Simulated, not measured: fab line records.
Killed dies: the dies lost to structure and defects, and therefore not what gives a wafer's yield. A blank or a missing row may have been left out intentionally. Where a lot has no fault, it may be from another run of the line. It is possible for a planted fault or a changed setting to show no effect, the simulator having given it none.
2 desks looking at one fault | flow rit_cmos | every desk sees just its own numbers, and what lay behind them comes last

== THE METROLOGY DESK ==
Lot by lot, what the gauges showed, no matter which tool ran the lot: averages of those sampled wafers that carry a number. Marked OUT: a lot whose mean sits more than 4 standard deviations from the usual mean, which makes it out of limits; the brackets give that distance.
Columns: A = cd_nm at RIT_M1_CD_MEAS_90, usual 2601 nm
lot  | first seen here | A
L634 | day 3 11:55     | 2602
L637 | day 4 02:14     | 2599
L638 | day 4 15:53     | 2600
L639 | day 4 20:49     | 2600
L640 | day 4 21:29     | 2606
L641 | day 5 00:29     | 2601
L644 | day 5 17:30     | 2601
L643 | day 5 19:37     | 2603
L645 | day 5 20:53     | 2597
L647 | day 6 06:17     | 2598
L649 | day 6 14:54     | 2592
L651 | day 7 02:50     | 2592
L655 | day 8 04:32     | 2602
L656 | day 8 08:35     | 2595
Result from this desk: across the 14 lots, nothing is out of limits.

== DESK OF THE TOOL OWNER: rie_metal-04 ==
The tool's own readings at RIT_M1_METAL_ETCH_12 (etches Al in Cl2/BCl3, stops on SiO2, time 165 s, target depth 600 nm): means of the sampled wafers that have a number, for each lot that ran on this tool. Marked OUT: a lot whose mean sits more than 4 standard deviations from the usual mean, which makes it out of limits; the brackets give that distance.
Columns: A = drypump_motor_current_A at RIT_M1_METAL_ETCH_12, usual 5.9 A; B = oes_product_au at RIT_M1_METAL_ETCH_12, usual 0.774 a.u.; C = rf_fwd_power_W at RIT_M1_METAL_ETCH_12, usual 249.0 W; D = throttle_valve_pct at RIT_M1_METAL_ETCH_12, usual 8.24 %
lot  | first seen here | A   | B     | C               | D
L634 | day 3 11:25     | 5.6 | 0.774 | 249.6           | 8.08
L637 | day 4 01:43     | 5.9 | 0.762 | 248.9           | 8.12
L640 | day 4 20:58     | 6.0 | 0.759 | 249.6           | 8.12
L644 | day 5 16:45     | 5.7 | 0.768 | 249.0           | 8.09
L649 | day 6 14:23     | 5.7 | 0.763 | 283.2 (+44) OUT | 8.08
L651 | day 7 02:21     | 6.0 | 0.764 | 315.1 (+86) OUT | 8.12
This desk's finding: out of limits on L649, L651; first on L649, day 6 14:23 (rf_fwd_power_W at RIT_M1_METAL_ETCH_12). L634, L637, L640, L644: within limits.

== ALL TOGETHER ==
An alarm could have come from the tool owner's desk at day 6 14:23, on L649, L651.
The metrology desk saw nothing out of limits.
The metrology desk holds a record of L649, L651, inside its limits.
On rie_metal-04, each named lot ran RIT_M1_METAL_ETCH_12.

== WHAT THE SIMULATOR HAD INSERTED ==
rie_metal-04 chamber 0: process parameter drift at RIT_M1_METAL_ETCH_12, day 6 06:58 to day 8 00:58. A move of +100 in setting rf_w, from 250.
Shown lots that were struck: L649, L651.
Time in hours from fault onset to the first out-of-limits reading at each desk: the tool owner's desk, 7.
